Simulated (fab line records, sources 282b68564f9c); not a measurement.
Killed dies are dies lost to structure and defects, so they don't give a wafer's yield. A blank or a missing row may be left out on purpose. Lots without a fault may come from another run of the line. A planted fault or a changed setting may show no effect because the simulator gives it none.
fab line records | flow rit_cmos
record lots=7 wafers=21 last_day=7
route steps=202 shown GATE@89 REOX@98 NLDD@103 PLDD@114 SPACER@125 M1@202
lots that met no fault: from a run of the same line without faults
start_h: hours from the record's first day to the start of the lot's first wafer shown | wait_h: hours since the lot's step before | " the same as in the row above | L1.1+2: a row that stands for several wafers | - no value, or no start given | * or withheld: withheld | < > ~ a bound
route shown NAME@n: a module of which the file shows steps, and the number in the route of the first | usual: mean/standard deviation of fault-free wafers | same: alike in all rows | chamber/n: place in a boat | sites: the reading at each site | _std_site: their standard deviation | _edge_site: outer sites' mean less inner sites' | radius_mm: how far each site lies from the wafer's centre | mask NAME#n: copy n | behind: the tool/chamber that last shaped the wafer | hold: why the lot was held/for how many hours/how that ended | device: the transistor (n, p or np) that didn't switch | end of line: the same wafers' tests at the end of the route | a step without rows: its recipe alone | killed: dies lost to structure and defects at the first sort, not the wafer's yield | map: a wafer's dies, x killed, . not, _ none there
set.NAME: the setting as run; set.NAME@STEP: as run at that earlier step | model.NAME: the simulator's own value behind a step, which no gauge read
lots at some steps of the route; a table a step, a row a wafer
services: from which hour (start_h, from the record's first day; less than 0 if before it) a tool's chamber was out of use, for how many hours, and why
## steps
# step RIT_GATE_EXPOSE_13
# recipe mask_id=M6 na=0.6 source_shape=conventional sigma_outer=0.6 target_cd_nm=150 dose_mj=380
# step RIT_GATE_PEB_14
# recipe resist=NOVOLAK temp_c=withheld time_s=withheld
# step RIT_GATE_DEVELOP_15
# recipe resist=NOVOLAK develop_time_s=50 dev_temp_c=23
# step RIT_GATE_CD_MEAS_16
# recipe target_cd_nm=150
# usual cd_nm=151.2/2.6
# columns lot.wafer tool chamber start_h wait_h cd_nm
L160.2 cd_sem-02 - 86.17 - 151.3
L160.3 " - " " 151.5
L160.5 " - " " 149.3
L161.2 cd_sem-01 - 87.91 - 150.6
L161.4 " - " " 150.0
L161.5 " - " " 150.1
L166.1 cd_sem-01 - 116.26 - 154.8
L166.4 " - " " 155.6
L166.5 " - " " 151.5
L170.1 cd_sem-01 - 133.20 - 154.9
L170.4 " - " " 155.0
L170.5 " - " " 154.8
L172.2 cd_sem-02 - 142.23 - 155.2
L172.3 " - " " 152.2
L172.4 " - " " 152.9
L173.1 cd_sem-01 - 146.81 - 148.2
L173.3 " - " " 146.7
L173.4 " - " " 145.7
L174.4 cd_sem-02 - 151.12 - 150.9
L174.5 " - " " 151.5
L174.6 " - " " 150.5
# step RIT_GATE_OVL_MEAS_17
# usual GATE_OVL=0.2/1.3
# columns lot.wafer tool chamber start_h wait_h GATE_OVL[nm]
L160.2 overlay-01 - 86.28 0.1 1.5
L160.3 " - " " -1.2
L160.5 " - " " -0.7
L161.2 overlay-01 - 88.02 0.1 1.7
L161.4 " - " " 0.0
L161.5 " - " " -0.2
L166.1 overlay-02 - 116.38 0.1 1.3
L166.4 " - " " 0.0
L166.5 " - " " -0.4
L170.1 overlay-01 - 133.32 0.1 3.5
L170.4 " - " " 2.8
L170.5 " - " " 4.1
L172.2 overlay-02 - 142.34 0.1 3.1
L172.3 " - " " 2.0
L172.4 " - " " 2.9
L173.1 overlay-02 - 146.93 0.1 0.7
L173.3 " - " " -0.5
L173.4 " - " " 1.6
L174.4 overlay-01 - 151.19 0.1 0.5
L174.5 " - " " 2.0
L174.6 " - " " 0.3
# step RIT_GATE_HARDBAKE_18
# recipe resist=NOVOLAK temp_c=140 time_s=60
# step RIT_GATE_ETCH_19
# recipe chemistry=SF6/CHF3/O2 time_s=165 SF6_flow_sccm=30 CHF3_flow_sccm=30 O2_flow_sccm=5 target=poly-Si pressure_mtorr=40 rf_w=160 target_depth_a=3125 over_etch_frac=0.25 stop_on=SiO2
# usual CHF3_flow_sccm=30.00/0.09 drypump_motor_current_A=5.8/0.45 oes_product_au=0.851/0.012 rf_fwd_power_W=159.3/0.49 throttle_valve_pct=10.26/0.12
# columns lot.wafer tool chamber start_h wait_h CHF3_flow_sccm drypump_motor_current_A oes_product_au rf_fwd_power_W rf_hours_counter_h throttle_valve_pct
L160.2 rie_si-02 3 86.46 0.1 29.87 5.4 0.862 158.6 41 10.28
L160.3 " 2 " " 29.91 5.8 0.832 158.5 2 10.31
L160.5 " 0 " " 30.03 5.1 0.837 159.3 - 10.29
L161.2 rie_si-01 1 88.20 0.1 30.01 6.2 0.861 158.9 57 10.02
L161.4 " 3 " " 29.87 6.3 0.849 160.0 116 10.18
L161.5 " 3 " " 29.88 6.2 0.846 159.3 - 10.18
L166.1 rie_si-02 1 116.57 0.1 29.92 5.3 0.863 159.0 0 10.51
L166.4 " 3 " " 29.86 5.4 0.882 158.7 - 10.28
L166.5 " 2 " " 29.99 5.9 0.855 160.2 - 10.30
L170.1 rie_si-02 0 133.50 0.1 30.01 5.0 0.827 159.1 0 10.29
L170.4 " 2 " " 30.03 5.8 0.829 158.7 2 10.30
L170.5 " 2 " " 30.09 5.9 0.838 158.0 - 10.28
L172.2 rie_si-02 2 142.52 0.1 30.01 5.9 0.833 158.6 2 10.30
L172.3 " 3 " " 29.81 5.4 0.859 158.6 42 10.29
L172.4 " 1 " " 30.01 5.3 0.842 159.6 0 10.51
L173.1 rie_si-01 1 147.11 0.1 30.12 6.1 0.861 159.4 57 10.03
L173.3 " 2 " " 29.82 5.8 0.863 159.0 30 10.22
L173.4 " 3 " " 30.00 6.3 0.841 159.1 117 10.16
L174.4 rie_si-02 1 151.40 0.1 30.06 5.2 0.848 159.2 0 10.50
L174.5 " 0 " " 30.16 5.1 0.847 159.6 - 10.30
L174.6 " 1 " " 30.10 5.2 0.854 158.5 - 10.49
# step RIT_GATE_STRIP_20
# recipe chemistry=O2 time_s=180 resist=NOVOLAK platen_temp_c=withheld power_w=500 pressure_mtorr=4000 o2_flow_sccm=4000
# usual drypump_motor_current_A=5.9/0.49
# columns lot.wafer tool chamber start_h wait_h drypump_motor_current_A rf_hours_counter_h
L160.2 plasma_asher-03 0 86.57 0.1 5.9 46
L160.3 " 1 " " 6.1 -
L160.5 " 1 " " 6.0 -
L161.2 plasma_asher-04 1 88.31 0.1 6.2 45
L161.4 " 0 " " 5.0 -
L161.5 " 0 " " 5.0 -
L166.1 plasma_asher-04 1 116.68 0.1 6.3 48
L166.4 " 1 " " 6.3 -
L166.5 " 0 " " 5.0 -
L170.1 plasma_asher-03 0 133.61 0.1 5.9 51
L170.4 " 0 " " 5.8 -
L170.5 " 0 " " 5.9 -
L172.2 plasma_asher-04 1 142.63 0.1 6.3 51
L172.3 " 1 " " 6.3 -
L172.4 " 0 " " 5.0 -
L173.1 plasma_asher-01 1 147.22 0.1 6.0 3
L173.3 " 1 " " 6.0 -
L173.4 " 0 " " 6.3 -
L174.4 plasma_asher-04 1 151.57 0.1 6.3 -
L174.5 " 1 " " 6.3 -
L174.6 " 0 " " 5.0 -
# step RIT_GATE_CD_MEAS_90
# recipe target_cd_nm=150
# usual cd_nm=151.1/2.6
# columns lot.wafer tool chamber start_h wait_h cd_nm
L160.2 cd_sem-02 - 86.76 0.1 151.3
L160.3 " - " " 151.6
L160.5 " - " " 149.2
L161.2 cd_sem-02 - 88.50 0.1 150.3
L161.4 " - " " 149.2
L161.5 " - " " 150.0
L166.1 cd_sem-02 - 116.85 0.1 154.7
L166.4 " - " " 155.4
L166.5 " - " " 150.9
L170.1 cd_sem-02 - 133.79 0.1 154.7
L170.4 " - " " 155.1
L170.5 " - " " 154.9
L172.2 cd_sem-02 - 142.82 0.1 155.7
L172.3 " - " " 152.2
L172.4 " - " " 153.1
L173.1 cd_sem-02 - 147.40 0.1 148.5
L173.3 " - " " 146.6
L173.4 " - " " 146.1
L174.4 cd_sem-02 - 151.74 0.1 150.7
L174.5 " - " " 151.1
L174.6 " - " " 150.3
# step RIT_REOX_CLEAN_00
# recipe chemistry=SC1 mix=3:3:50 time_s=600 temp_c=75
# step RIT_REOX_CLEAN_01
# recipe chemistry=dHF dilution=50:1 time_s=30
# step RIT_REOX_CLEAN_02
# recipe chemistry=SC2 mix=3:3:50 time_s=600 temp_c=75 dry=n2_spin
# step RIT_REOX_OXIDATION_03
# recipe temp_c=900 ambient=O2 target_thk_a=252 ox_time_s=5580
# usual ox_time_s=5580/0
# columns lot.wafer tool chamber start_h wait_h ox_time_s model.SiO2_of_REOX_OXIDATION_03.thk_nm model.poly-Si_of_GATE_CVD_08.thk_nm
L160.2 furnace-01 0 88.71 1.5 5580 26.11 229.6
L160.3 " 0 " " 5580 26.08 228.1
L160.5 " 0 " " 5580 25.76 227.6
L161.2 furnace-03 0 89.05 0.0 5580 25.46 231.8
L161.4 " 0 " " 5580 25.17 234.1
L161.5 " 0 " " 5580 25.06 233.5
L166.1 furnace-03 0 117.37 0.0 8370 32.58 230.3
L166.4 " 0 " " 8370 32.57 232
L166.5 " 0 " " 8370 32.57 231.9
L170.1 furnace-03 0 134.27 0.0 8370 32.91 226.4
L170.4 " 0 " " 8370 32.39 224.7
L170.5 " 0 " " 8370 33.06 228
L172.2 furnace-03 0 143.32 0.0 8370 32.2 225.5
L172.3 " 0 " " 8370 32.78 226.4
L172.4 " 0 " " 8370 32.7 226.6
L173.1 furnace-02 0 147.90 0.0 5580 25.25 233.6
L173.3 " 0 " " 5580 24.7 236.3
L173.4 " 0 " " 5580 25.04 233.4
L174.4 furnace-02 0 153.31 1.1 5580 25.62 233.2
L174.5 " 0 " " 5580 25.6 236.5
L174.6 " 0 " " 5580 25.48 233.2
# step RIT_REOX_THK_MEAS_04
# recipe reads=SiO2_of_REOX_OXIDATION_03
# usual REOX_OXIDE_THK=25.4/0.43
# columns lot.wafer tool chamber start_h wait_h REOX_OXIDE_THK[nm]
L160.2 film_metro-02 - 91.27 0.0 26.1
L160.3 " - " " 26.1
L160.5 " - " " 25.8
L161.2 film_metro-01 - 91.61 0.0 25.4
L161.4 " - " " 25.1
L161.5 " - " " 25.1
L166.1 film_metro-01 - 119.92 0.0 32.6
L166.4 " - " " 32.6
L166.5 " - " " 32.6
L170.1 film_metro-01 - 136.82 0.0 32.9
L170.4 " - " " 32.4
L170.5 " - " " 33.1
L172.2 film_metro-02 - 145.88 0.0 32.2
L172.3 " - " " 32.8
L172.4 " - " " 32.7
L173.1 film_metro-02 - 150.45 0.0 25.2
L173.3 " - " " 24.7
L173.4 " - " " 25.1
L174.4 film_metro-01 - 155.89 0.0 25.6
L174.5 " - " " 25.6
L174.6 " - " " 25.5
# step RIT_NLDD_HMDS_00
# recipe prime_time_s=60 prime_temp_c=140
# step RIT_NLDD_COAT_01
# recipe resist=NOVOLAK spin_rpm=3250 resist_thk_nm=1000
# step RIT_NLDD_SOFTBAKE_02
# recipe resist=NOVOLAK temp_c=90 time_s=60
# step RIT_NLDD_EXPOSE_03
# recipe mask_id=M7 na=0.57 target_cd_nm=40700 dose_mj=250
# step RIT_NLDD_PEB_04
# recipe resist=NOVOLAK temp_c=withheld time_s=withheld
# step RIT_NLDD_DEVELOP_05
# recipe resist=NOVOLAK develop_time_s=50 dev_temp_c=23
# step RIT_NLDD_OVL_MEAS_06
# usual NLDD_OVL=0.3/1.3
# columns lot.wafer tool chamber start_h wait_h NLDD_OVL[nm]
L160.2 overlay-01 - 92.30 - -0.4
L160.3 " - " " 1.5
L160.5 " - " " -0.5
L161.2 overlay-02 - 92.64 - -1.0
L161.4 " - " " -0.3
L161.5 " - " " -0.6
L166.1 overlay-02 - 120.83 - -1.3
L166.4 " - " " -0.7
L166.5 " - " " -0.3
L170.1 overlay-01 - 137.98 - 0.1
L170.4 " - " " 1.5
L170.5 " - " " -0.1
L172.2 overlay-01 - 146.94 - 0.5
L172.3 " - " " -0.4
L172.4 " - " " 0.2
L173.1 overlay-02 - 151.36 - 2.1
L173.3 " - " " 1.4
L173.4 " - " " 2.8
L174.4 overlay-01 - 156.91 - 0.3
L174.5 " - " " -1.0
L174.6 " - " " -0.9
# step RIT_NLDD_HARDBAKE_07
# recipe resist=NOVOLAK temp_c=140 time_s=60
# step RIT_NLDD_IMPLANT_08
# recipe species=P energy_kev=20 dose_cm2=5e+14 tilt_deg=6.779
# step RIT_NLDD_STRIP_09
# recipe chemistry=O2 time_s=180 resist=NOVOLAK platen_temp_c=withheld power_w=500 pressure_mtorr=4000 o2_flow_sccm=4000
# usual drypump_motor_current_A=5.6/0.57
# columns lot.wafer tool chamber start_h wait_h drypump_motor_current_A rf_hours_counter_h
L160.2 plasma_asher-02 0 92.63 0.1 5.7 31
L160.3 " 0 " " 5.7 -
L160.5 " 0 " " 5.8 -
L161.2 plasma_asher-04 0 92.97 0.1 5.0 45
L161.4 " 0 " " 5.0 -
L161.5 " 0 " " 5.0 -
L166.1 plasma_asher-03 0 121.17 0.1 5.9 50
L166.4 " 0 " " 5.9 -
L166.5 " 0 " " 5.9 -
L170.1 plasma_asher-03 1 138.32 0.1 6.0 51
L170.4 " 0 " " 5.9 -
L170.5 " 1 " " 6.0 -
L172.2 plasma_asher-02 1 147.41 0.1 4.7 38
L172.3 " 0 " " 5.7 -
L172.4 " 1 " " 4.7 -
L173.1 plasma_asher-02 1 151.71 0.1 4.7 38
L173.3 " 1 " " 4.7 -
L173.4 " 0 " " 5.7 -
L174.4 plasma_asher-03 0 157.29 0.1 5.9 -
L174.5 " 1 " " 6.0 -
L174.6 " 0 " " 5.9 -
# step RIT_NLDD_TW_MEAS_10
# usual NLDD_TW=2516/23
# columns lot.wafer tool chamber start_h wait_h NLDD_TW
L160.2 film_metro-02 - 92.81 0.1 2565
L160.3 " - " " 2569
L160.5 " - " " 2558
L161.2 film_metro-04 - 93.16 0.1 2494
L161.4 " - " " 2499
L161.5 " - " " 2485
L166.1 film_metro-04 - 121.34 0.1 2511
L166.4 " - " " 2517
L166.5 " - " " 2520
L170.1 film_metro-02 - 138.49 0.1 2570
L170.4 " - " " 2556
L170.5 " - " " 2559
L172.2 film_metro-03 - 147.60 0.1 2510
L172.3 " - " " 2500
L172.4 " - " " 2490
L173.1 film_metro-03 - 151.88 0.1 2496
L173.3 " - " " 2493
L173.4 " - " " 2523
L174.4 film_metro-02 - 157.44 0.1 2538
L174.5 " - " " 2545
L174.6 " - " " 2541
# step RIT_PLDD_HMDS_00
# recipe prime_time_s=60 prime_temp_c=140
# step RIT_PLDD_COAT_01
# recipe resist=NOVOLAK spin_rpm=3250 resist_thk_nm=982.6
# step RIT_PLDD_SOFTBAKE_02
# recipe resist=NOVOLAK temp_c=90 time_s=60
# step RIT_PLDD_EXPOSE_03
# recipe mask_id=M8 na=0.57 target_cd_nm=40900 dose_mj=250
# step RIT_PLDD_PEB_04
# recipe resist=NOVOLAK temp_c=withheld time_s=withheld
# step RIT_PLDD_DEVELOP_05
# recipe resist=NOVOLAK develop_time_s=50 dev_temp_c=23
# step RIT_PLDD_OVL_MEAS_06
# usual PLDD_OVL=0.2/1.4
# columns lot.wafer tool chamber start_h wait_h PLDD_OVL[nm]
L160.2 overlay-02 - 93.85 - 3.9
L160.3 " - " " 1.9
L160.5 " - " " 3.3
L161.2 overlay-01 - 94.25 - -1.7
L161.4 " - " " -1.0
L161.5 " - " " -0.7
L166.1 overlay-02 - 122.30 - 1.1
L166.4 " - " " 0.8
L166.5 " - " " 0.5
L170.1 overlay-02 - 139.53 - 0.3
L170.4 " - " " 0.1
L170.5 " - " " 0.3
L172.2 overlay-01 - 148.50 - -0.6
L172.3 " - " " -1.6
L172.4 " - " " -0.1
L173.1 overlay-02 - 152.86 - -0.4
L173.3 " - " " 0.5
L173.4 " - " " -0.4
L174.4 overlay-02 - 158.46 - 1.3
L174.5 " - " " 0.6
L174.6 " - " " 0.1
# step RIT_PLDD_HARDBAKE_07
# recipe resist=NOVOLAK temp_c=140 time_s=60
# step RIT_PLDD_IMPLANT_08
# recipe species=BF2 energy_kev=20 dose_cm2=9e+14 tilt_deg=7
# step RIT_PLDD_STRIP_09
# recipe chemistry=O2 time_s=180 resist=NOVOLAK platen_temp_c=withheld power_w=500 pressure_mtorr=4000 o2_flow_sccm=4000
# usual drypump_motor_current_A=5.6/0.59
# columns lot.wafer tool chamber start_h wait_h drypump_motor_current_A rf_hours_counter_h
L160.2 plasma_asher-01 0 94.18 0.1 6.3 42
L160.3 " 0 " " 6.4 -
L160.5 " 0 " " 6.3 -
L161.2 plasma_asher-02 0 94.58 0.1 5.7 32
L161.4 " 1 " " 4.7 -
L161.5 " 0 " " 5.7 -
L166.1 plasma_asher-02 0 122.64 0.1 5.7 35
L166.4 " 0 " " 5.7 -
L166.5 " 0 " " 5.7 -
L170.1 plasma_asher-02 0 139.86 0.1 5.7 37
L170.4 " 0 " " 5.7 -
L170.5 " 1 " " 4.7 -
L172.2 plasma_asher-01 1 148.83 0.1 6.1 3
L172.3 " 0 " " 6.3 -
L172.4 " 1 " " 6.1 -
L173.1 plasma_asher-01 0 153.20 0.1 6.4 4
L173.3 " 0 " " 6.3 -
L173.4 " 1 " " 6.0 -
L174.4 plasma_asher-03 1 158.84 0.1 6.0 -
L174.5 " 0 " " 5.9 -
L174.6 " 1 " " 6.0 -
# step RIT_PLDD_TW_MEAS_10
# usual PLDD_TW=2371/24
# columns lot.wafer tool chamber start_h wait_h PLDD_TW
L160.2 film_metro-04 - 94.36 0.1 2343
L160.3 " - " " 2322
L160.5 " - " " 2335
L161.2 film_metro-02 - 94.76 0.1 2420
L161.4 " - " " 2407
L161.5 " - " " 2419
L166.1 film_metro-03 - 122.82 0.1 2354
L166.4 " - " " 2355
L166.5 " - " " 2350
L170.1 film_metro-04 - 140.04 0.1 2359
L170.4 " - " " 2369
L170.5 " - " " 2376
L172.2 film_metro-02 - 149.02 0.1 2384
L172.3 " - " " 2395
L172.4 " - " " 2394
L173.1 film_metro-03 - 153.37 0.1 2356
L173.3 " - " " 2355
L173.4 " - " " 2363
L174.4 film_metro-02 - 158.98 0.1 2392
L174.5 " - " " 2393
L174.6 " - " " 2387
# step RIT_SPACER_CLEAN_00
# recipe chemistry=SC1 mix=3:3:50 time_s=600 temp_c=75
# columns lot.wafer tool chamber start_h wait_h model.SiO2_of_REOX_OXIDATION_03.thk_nm
L160.2 wet_bench-04 2 94.41 0.0 24.1
L160.3 " 2 " " 24.07
L160.5 " 2 " " 23.78
L161.2 wet_bench-04 0 94.81 0.0 23.49
L161.4 " 0 " " 23.21
L161.5 " 0 " " 23.11
L166.1 wet_bench-01 3 122.88 0.1 30.07
L166.4 " 3 " " 30.05
L166.5 " 3 " " 30.06
L170.1 wet_bench-02 2 140.10 0.1 30.39
L170.4 " 2 " " 29.93
L170.5 " 2 " " 30.55
L172.2 wet_bench-01 1 149.07 0.0 29.7
L172.3 " 1 " " 30.23
L172.4 " 1 " " 30.16
L173.1 wet_bench-04 0 153.43 0.1 23.32
L173.3 " 0 " " 22.82
L173.4 " 0 " " 23.12
L174.4 wet_bench-02 1 159.01 0.0 23.64
L174.5 " 1 " " 23.61
L174.6 " 1 " " 23.49
# step RIT_SPACER_CLEAN_01
# recipe chemistry=dHF dilution=50:1 time_s=30
# step RIT_M1_PROBE_99
# usual killed_at_contacts=0.1/0.24 killed_at_front_end=7/3.1 killed_dies=7/3.1 killed_open=3.6/2.1 killed_short=3.2/2
# same gross_dies=264 killed_at_M0_to_M3=0 killed_at_M4_up=0 killed_at_back_side=0 killed_at_other=0
# columns lot.wafer tool chamber start_h wait_h killed_at_contacts killed_at_front_end killed_dies killed_open killed_short model.etest.pmos_turned.r_on_ohm_um model.etest.pmos_0p3.r_on_ohm_um model.etest.pmos_0p15.r_on_ohm_um model.etest.pldd.rs_ohm_sq model.etest.nmos_0p15.r_on_ohm_um model.etest.nmos_0p3.r_on_ohm_um model.etest.pldd.line_ohm_um model.etest.nldd.rs_ohm_sq
L160.2 prober-01 - 110.17 0.1 0 2 2 0 2 3600 6504 2904 538.2 1142 2168 170.3 367.7
L160.3 prober-01 - 110.22 0.2 0 4 4 3 1 3643 6533 2939 539.8 1122 2182 170.2 365.4
L160.5 prober-01 - 110.32 0.2 0 1 1 0 1 3509 6528 2847 528.1 1106 2173 164.1 361
L161.2 prober-02 - 110.17 0.1 1 5 6 2 4 3470 6204 2760 531.7 1078 2089 166.2 366.6
L161.4 prober-02 - 110.27 0.2 0 7 7 5 2 3446 6258 2760 523.6 1092 2101 163.1 365
L161.5 prober-02 - 110.32 0.2 0 8 8 5 3 3445 6361 2786 508.6 1100 2153 160.8 364.1
L166.1 prober-01 - 136.28 0.1 0 3 3 2 1 8755 8055 4442 1423 1472 2516 454.2 551
L166.4 prober-01 - 136.43 0.2 1 5 6 1 5 8860 8109 4442 1437 1480 2519 454.7 553.2
L166.5 prober-01 - 136.48 0.2 0 4 4 4 0 8605 7819 4279 1424 1428 2429 453.1 550.1
L170.1 prober-01 - 155.58 0.1 1 6 7 6 1 7224 7669 4110 1250 1542 2581 391.1 602.1
L170.4 prober-01 - 155.73 0.2 0 6 6 3 3 6525 7562 4001 1153 1518 2557 358.8 577.1
L170.5 prober-01 - 155.78 0.2 0 10 10 4 6 7672 7814 4208 1286 1565 2592 394.3 611
L172.2 prober-01 - 162.83 0.1 0 5 5 1 4 7541 7839 4265 1333 1476 2531 422.2 589.7
L172.3 prober-01 - 162.88 0.2 0 7 7 5 2 8798 8008 4412 1485 1532 2575 475.9 620.8
L172.4 prober-01 - 162.93 0.2 0 6 6 1 5 8544 7968 4402 1460 1535 2577 456.2 616.9
L173.1 prober-02 - 167.09 0.1 0 14 14 8 6 3418 6375 2748 517.5 1074 2137 162.3 376.6
L173.3 prober-02 - 167.19 0.2 0 11 11 4 7 3313 6204 2630 497.8 1052 2108 155.9 369.1
L173.4 prober-02 - 167.24 0.2 1 2 3 3 0 3388 6370 2711 508.3 1086 2151 160.2 375.4
L174.4 prober-01 - 173.01 0.2 0 10 10 6 4 3774 6481 2974 607.7 1143 2153 193.6 394.3
L174.5 prober-01 - 173.06 0.2 0 10 10 8 2 3890 6647 3052 611.9 1153 2208 193.2 394.6
L174.6 prober-01 - 173.11 0.2 0 5 5 4 1 3800 6597 3020 607 1164 2211 190.1 395.7
# killed by level:class
L160.2 REOX:geometric_particle:short=1 SPACER:geometric_particle:short=1
L161.2 GATE:geometric_particle:short=2 SPACER:geometric_particle:short=2 GATE:geometric_particle:open=1 CONTACT:geometric_particle:open=1
L160.3 FOX1:geometric_particle:open=1 GATE:geometric_particle:short=1 REOX:geometric_particle:open=1 SPACER:geometric_particle:open=1
L161.4 GATE:geometric_particle:open=3 FOX2:geometric_particle:short=1 SPACER:geometric_particle:open=1 SPACER:geometric_particle:short=1 SILICIDE:geometric_particle:open=1
L160.5 REOX:geometric_particle:short=1
L161.5 GATE:geometric_particle:short=2 GATE:geometric_particle:open=2 SILICIDE:geometric_particle:open=2 FOX2:geometric_particle:open=1 SILICIDE:geometric_particle:short=1
L166.1 GATE:geometric_particle:short=1 GATE:geometric_particle:open=1 REOX:geometric_particle:open=1
L166.4 REOX:geometric_particle:short=3 GATE:geometric_particle:short=1 SPACER:geometric_particle:open=1 CONTACT:geometric_particle:short=1
L166.5 FOX1:geometric_particle:open=2 GATE:geometric_particle:open=1 REOX:geometric_particle:open=1
L170.1 GATE:geometric_particle:open=2 FOX1:geometric_particle:open=1 REOX:geometric_particle:open=1 SPACER:geometric_particle:short=1 SILICIDE:geometric_particle:open=1 CONTACT:geometric_particle:open=1
L170.4 FOX1:geometric_particle:open=1 FOX1:geometric_particle:short=1 FOX2:geometric_particle:open=1 GATE:geometric_particle:short=1 SPACER:geometric_particle:short=1 SPACER:geometric_particle:open=1
L170.5 GATE:geometric_particle:short=2 SILICIDE:geometric_particle:short=2 SILICIDE:geometric_particle:open=2 FOX1:geometric_particle:open=1 REOX:geometric_particle:short=1 SPACER:geometric_particle:open=1 SPACER:geometric_particle:short=1
L172.2 FOX2:geometric_particle:short=1 GATE:geometric_particle:short=1 REOX:geometric_particle:short=1 SPACER:geometric_particle:short=1 SPACER:geometric_particle:open=1
L172.3 GATE:geometric_particle:open=4 FOX1:geometric_particle:open=1 GATE:geometric_particle:short=1 SPACER:geometric_particle:short=1
L172.4 SPACER:geometric_particle:short=2 FOX1:geometric_particle:short=1 FOX2:geometric_particle:short=1 GATE:geometric_particle:short=1 SILICIDE:geometric_particle:open=1
L173.1 FOX1:geometric_particle:open=2 GATE:geometric_particle:short=2 REOX:geometric_particle:open=2 REOX:geometric_particle:short=2 SILICIDE:geometric_particle:open=2 FOX1:geometric_particle:short=1 FOX2:geometric_particle:open=1 GATE:geometric_particle:open=1
L173.3 GATE:geometric_particle:short=2 REOX:geometric_particle:short=2 SPACER:geometric_particle:open=2 FOX1:geometric_particle:short=1 FOX2:geometric_particle:short=1 GATE:geometric_particle:open=1 SPACER:geometric_particle:short=1 SILICIDE:geometric_particle:open=1
L173.4 GATE:geometric_particle:open=1 SILICIDE:geometric_particle:open=1 CONTACT:geometric_particle:open=1
L174.4 GATE:geometric_particle:short=3 GATE:geometric_particle:open=3 REOX:geometric_particle:open=3 REOX:geometric_particle:short=1
L174.5 GATE:geometric_particle:open=3 SILICIDE:geometric_particle:open=2 FOX1:geometric_particle:open=1 FOX2:geometric_particle:short=1 REOX:geometric_particle:open=1 REOX:geometric_particle:short=1 SPACER:geometric_particle:open=1
L174.6 GATE:geometric_particle:open=2 REOX:geometric_particle:open=1 SPACER:geometric_particle:open=1 SILICIDE:geometric_particle:short=1
## services
# columns tool chamber start_h hours kind
rie_si-02 - 69.16 2.8 pm
rie_si-01 1 69.78 8.5 repair
furnace-02 - 72.05 19.8 pm
rie_si-02 1 86.79 - clean
rie_si-02 1 86.79 19.3 scheduled_down
rie_si-02 1 86.79 19.3 vent_cycle
furnace-02 - 91.84 3.5 pm
rie_si-02 0 106.06 - clean
rie_si-02 0 106.06 17.5 scheduled_down
rie_si-02 0 106.06 17.5 vent_cycle
plasma_asher-03 - 108.71 1.9 repair
plasma_asher-01 - 108.75 9.0 pm
plasma_asher-01 0 108.75 9.0 vent_cycle
plasma_asher-01 1 108.75 9.0 vent_cycle
plasma_asher-01 - 115.26 0.9 repair
plasma_asher-01 0 117.75 - clean
plasma_asher-01 1 117.75 - clean
plasma_asher-03 - 130.36 2.8 pm
furnace-03 - 152.05 3.2 pm
rie_si-01 0 152.64 4.7 repair
rie_si-02 1 154.85 4.2 repair
## key
first_sign step=RIT_REOX_OXIDATION_03 reading=ox_time_s direction=up sigmas=99+ usual=* struck=*
effect step=RIT_REOX_THK_MEAS_04 reading=REOX_OXIDE_THK direction=up sigmas=17 usual=25.4 struck=32.6
model_effect step=RIT_REOX_OXIDATION_03 value=SiO2_of_REOX_OXIDATION_03.thk_nm without=24.78 struck=32.64
model_effect step=RIT_SPACER_CLEAN_00 value=SiO2_of_REOX_OXIDATION_03.thk_nm without=22.87 struck=30.13
model_effect step=RIT_M1_PROBE_99 value=etest.pmos_turned.r_on_ohm_um without=3516 struck=8058
met_at RIT_REOX_OXIDATION_03
struck_wafers L166.1,L166.4,L166.5,L170.1,L170.4,L170.5,L172.2,L172.3,L172.4
tester_left_out L166,L170,L172
onset_between 89.05 117.37
fault kind=process_parameter_drift tool=furnace-03 chamber=- onset_h=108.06 steps=RIT_REOX_OXIDATION_03 channel=ox_time_s offset=* shape=step end_h=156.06 acts_in=* stated=*
# tester_left_out: of these lots the tester's yield and bins aren't shown, on N5 and GAA mostly nor the transistor test; their killed dies are dies lost to structure and defects alone, not to doping, threshold or leakage, so they don't give the yield
